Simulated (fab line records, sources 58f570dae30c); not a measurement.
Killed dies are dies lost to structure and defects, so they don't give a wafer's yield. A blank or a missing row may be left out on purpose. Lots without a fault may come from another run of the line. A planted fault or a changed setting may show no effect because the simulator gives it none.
Which tool did it? | flow berkeley_cmos170 | 14 lots, 42 wafers sampled, at 2 steps of a route of 331

WHAT THE GAUGES READ, wafer by wafer
UCB170_PFIELD_TW_MEAS_09. Usual: PFIELD_TW 599, standard deviation 3.1.
lot  | measured    | on            | PFIELD_TW               | flag
L989 | day 5 12:29 | film_metro-01 | 600 598 597             |
L987 | day 5 12:34 | film_metro-02 | 596 594 595             |
L990 | day 5 19:27 | film_metro-01 | 600 598 597             |
L991 | day 6 10:58 | film_metro-02 | 598 594 593             |
L992 | day 6 11:35 | film_metro-02 | 598 597 597             |
L993 | day 6 16:56 | film_metro-01 | 592 592 593             |
L995 | day 6 17:10 | film_metro-03 | 604 605 603             |
L997 | day 7 04:19 | film_metro-01 | 601 598 602             |
L100 | day 7 15:02 | film_metro-01 | 601 599 602             |
L998 | day 7 15:05 | film_metro-02 | 497 500 499 496 497 500 | OFF
L102 | day 8 10:29 | film_metro-01 | 500 502 501 503 503 500 | OFF
L108 | day 9 10:56 | film_metro-02 | 594 596 594             |
L107 | day 9 11:07 | film_metro-03 | 607 604 605             |
L106 | day 9 11:28 | film_metro-01 | 598 597 601             |

WHICH TOOL RAN EACH LOT (tool, then ch and the chambers of the sampled wafers, then the start)
lot  | UCB170_PFIELD_IMPLANT_07
L989 | implanter-02 ch 0, day 5 12:15
L987 | implanter-04 ch 0, day 5 12:19
L990 | implanter-02 ch 0, day 5 19:13
L991 | implanter-04 ch 0, day 6 10:43
L992 | implanter-02 ch 0, day 6 11:21
L993 | implanter-02 ch 0, day 6 16:43
L995 | implanter-04 ch 0, day 6 16:55
L997 | implanter-04 ch 0, day 7 04:05
L100 | implanter-02 ch 0, day 7 14:47
L998 | implanter-04 ch 0, day 7 14:50
L102 | implanter-04 ch 0, day 8 10:16
L108 | implanter-02 ch 0, day 9 10:41
L107 | implanter-03 ch 0, day 9 10:52
L106 | implanter-02 ch 0, day 9 11:13
- UCB170_PFIELD_IMPLANT_07

WHAT THE TOOLS THEMSELVES READ (means of the sampled wafers that have a number; where no wafer has one, the mark that the record gives instead)
UCB170_PFIELD_IMPLANT_07. Usual: dose_ions_cm2 1.9997e+13, standard deviation 2.4e+10; faraday_current_uA 63.5, standard deviation 1.3.
lot  | tool         | dose_ions_cm2 | faraday_current_uA | flag
L989 | implanter-02 | 2.0003e+13    | 64.4               |
L987 | implanter-04 | 1.9969e+13    | 63.0               |
L990 | implanter-02 | 2.0026e+13    | 63.9               |
L991 | implanter-04 | 2.0002e+13    | 64.2               |
L992 | implanter-02 | 1.9956e+13    | 63.6               |
L993 | implanter-02 | 1.9991e+13    | 62.6               |
L995 | implanter-04 | 2.0003e+13    | 63.1               |
L997 | implanter-04 | 2.0015e+13    | 63.3               |
L100 | implanter-02 | 1.9973e+13    | 63.9               |
L998 | implanter-04 | 1.1259e+13    | 35.8               | OFF
L102 | implanter-04 | 1.1233e+13    | 35.5               | OFF
L108 | implanter-02 | 2.0022e+13    | 63.5               |
L107 | implanter-03 | 2.0005e+13    | 62.5               |
L106 | implanter-02 | 1.9998e+13    | 63.6               |

THE ANSWER, worked out from the rows above alone
Rule: a lot is off if the mean of its wafers that have a number lies more than 3 standard deviations from the usual mean. A lot without any number at a reading at which 4 lots or more have one is off too. The other lots that the step has rows for count as sound. The gauges are gone through in route order, then the tools' own readings, and for those a lot's mean is taken as printed above. The first step at which some lot is off is used, and at that step the reading that is off furthest; a lot without a number counts as furthest.
Off: L998, L102, at UCB170_PFIELD_TW_MEAS_09 (PFIELD_TW).
A tool fits if, at a process step before that reading, it ran every lot that is off, and no sound lot after the first of them. The gauges at UCB170_PFIELD_TW_MEAS_09 aren't tried: what is off there is off at UCB170_PFIELD_IMPLANT_07 too, on other tools, and a gauge's error can't cause that. One fits: implanter-04 at UCB170_PFIELD_IMPLANT_07. Its last sound lot is L997 (day 7 04:05), its first lot that is off L998 (day 7 14:50): a fault that began between those two fits.
The tool's own readings at UCB170_PFIELD_IMPLANT_07 bear it out: on the lots that are off they differ by more than 5 times the standard deviation of the sound lots' means. dose_ions_cm2 reads 1.1246e+13 there against 1.9997e+13 on the sound lots; faraday_current_uA reads 35.6 there against 63.5 on the sound lots.

WHAT THE SIMULATOR HAD PUT IN
Process parameter drift: implanter-04, from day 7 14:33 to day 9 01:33, at UCB170_PFIELD_IMPLANT_07. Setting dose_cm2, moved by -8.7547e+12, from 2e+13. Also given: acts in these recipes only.
Lots struck among those shown: L998, L102. The rule above found the same.
